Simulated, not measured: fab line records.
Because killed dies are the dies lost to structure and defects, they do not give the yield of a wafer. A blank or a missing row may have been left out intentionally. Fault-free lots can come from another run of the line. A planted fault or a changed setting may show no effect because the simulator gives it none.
Tool commonality check	flow berkeley_cmos170	Lots sampled 14, wafers sampled 48

== WHAT PROMPTED THE OPENING ==
At UCB170_PWELL_THK_MEAS_06 the reading PWELL_NITRIDE_THK is flagged on 2 of 14 lots. Wafers without a fault read 221.0 nm, standard deviation 2.2.
Rule: flag the lot when none of its wafers has a number, or when each of its wafers that has one lies beyond 4 standard deviations from that mean. The other lots count as sound.

lot	measured	on	PWELL_NITRIDE_THK (nm), wafer by wafer	flag
L827	day 3 07:10	film_metro-03	218.1 215.5 218.1	
L828	day 3 07:12	film_metro-04	220.8 219.8 220.0	
L829	day 3 09:21	film_metro-02	222.2 222.6 221.6	
L830	day 3 14:13	film_metro-02	220.2 219.1 219.1	
L831	day 3 18:01	film_metro-03	222.8 224.2 223.5	
L832	day 3 18:01	film_metro-04	223.4 223.3 222.4	
L833	day 4 01:17	film_metro-03	118.7 118.1 118.6 118.7 118.1 118.7	FLAGGED
L835	day 4 15:59	film_metro-04	114.3 116.2 114.7 114.4 116.1 114.8	FLAGGED
L845	day 6 20:32	film_metro-02	222.7 224.7 223.5	
L846	day 6 20:34	film_metro-04	223.5 221.5 224.4	
L847	day 7 05:25	film_metro-02	220.8 220.9 219.0	
L848	day 7 14:46	film_metro-02	223.5 224.3 223.9	
L849	day 7 14:46	film_metro-03	218.7 219.5 218.7	
L850	day 7 20:36	film_metro-02	220.9 220.1 219.5	
The numbers of the flagged lots are 116.8 nm on average: -104.2 nm against the usual, or -47 standard deviations.

== WHICH TOOL EACH LOT WENT THROUGH ==
Before the reading, the record contains 2 process steps out of a 331-step route. Cell contents, in order: the tool; ch with the chambers the sampled wafers went through; the start.
lot	flag	UCB170_ZERO_ETCH_06	UCB170_PWELL_CVD_05
L827		rie_diel-03 ch 0,3, day 1 21:48	lpcvd-01 ch 1, day 3 05:15
L828		rie_diel-01 ch 0,2,3, day 2 00:38	lpcvd-01 ch 0, day 3 05:15
L829		rie_diel-01 ch 0,2,3, day 2 08:10	lpcvd-02 ch 0, day 3 06:29
L830		rie_diel-03 ch 1,2, day 2 14:02	lpcvd-01 ch 0, day 3 12:17
L831		rie_diel-01 ch 1,2,3, day 2 16:36	lpcvd-02 ch 1, day 3 16:05
L832		rie_diel-03 ch 1,2,3, day 2 18:47	lpcvd-02 ch 0, day 3 16:05
L833	FLAGGED	rie_diel-04 ch 0,3, day 3 02:07	lpcvd-02 ch 1, day 3 23:22
L835	FLAGGED	rie_diel-03 ch 0,3, day 3 09:28	lpcvd-02 ch 1, day 4 14:04
L845		rie_diel-01 ch 2,3, day 5 16:07	lpcvd-02 ch 1, day 6 18:37
L846		rie_diel-04 ch 0,2,3, day 5 16:23	lpcvd-02 ch 0, day 6 18:37
L847		rie_diel-03 ch 0,3, day 6 00:15	lpcvd-02 ch 0, day 7 03:29
L848		rie_diel-01 ch 0,1,2, day 6 06:07	lpcvd-02 ch 1, day 7 12:50
L849		rie_diel-01 ch 0,1, day 6 08:28	lpcvd-02 ch 1, day 7 12:50
L850		rie_diel-04 ch 1,2,3, day 6 16:33	lpcvd-01 ch 1, day 7 18:40
What these steps do:
- UCB170_ZERO_ETCH_06: etches SiO2 in CHF3/CF4/Ar, time 12 s.
- UCB170_PWELL_CVD_05: deposits Si3N4 from SiH2Cl2/NH3, target thk 220 nm, time 3300 s.
- UCB170_PWELL_THK_MEAS_06

== FLAGGED AGAINST TOTAL, ONE TOOL AT A TIME (gauges that did the reading follow at the end) ==
step	tool	lots run	flagged	share of the flagged lots	sound lots run after its first flagged lot
UCB170_ZERO_ETCH_06	rie_diel-01	6	0	none	-
UCB170_ZERO_ETCH_06	rie_diel-03	5	1	some	1 (L847)
UCB170_ZERO_ETCH_06	rie_diel-04	3	1	some	2 (L846,L850)
UCB170_PWELL_CVD_05	lpcvd-01	4	0	none	-
UCB170_PWELL_CVD_05	lpcvd-02	10	2	all	5 (L845,L846,L847,L848,L849)
UCB170_PWELL_THK_MEAS_06	film_metro-02	6	0	none	-
UCB170_PWELL_THK_MEAS_06	film_metro-03	4	1	some	1 (L849)
UCB170_PWELL_THK_MEAS_06	film_metro-04	4	1	some	1 (L846)

== THE TABLE: WHAT IT ALLOWS ==
Rows of the table that ran each flagged lot: 1, that is lpcvd-02 at UCB170_PWELL_CVD_05.
- lpcvd-02 at UCB170_PWELL_CVD_05: 2 of its 10 lots flagged. After the first flagged lot (L845, L846, L847, L848, L849), sound lots still ran on it; a lasting fault on the whole tool would not permit that.
Every row of the table either missed a flagged lot or ran a sound lot after the first.

== WHAT WAS PUT IN BY THE SIMULATOR ==
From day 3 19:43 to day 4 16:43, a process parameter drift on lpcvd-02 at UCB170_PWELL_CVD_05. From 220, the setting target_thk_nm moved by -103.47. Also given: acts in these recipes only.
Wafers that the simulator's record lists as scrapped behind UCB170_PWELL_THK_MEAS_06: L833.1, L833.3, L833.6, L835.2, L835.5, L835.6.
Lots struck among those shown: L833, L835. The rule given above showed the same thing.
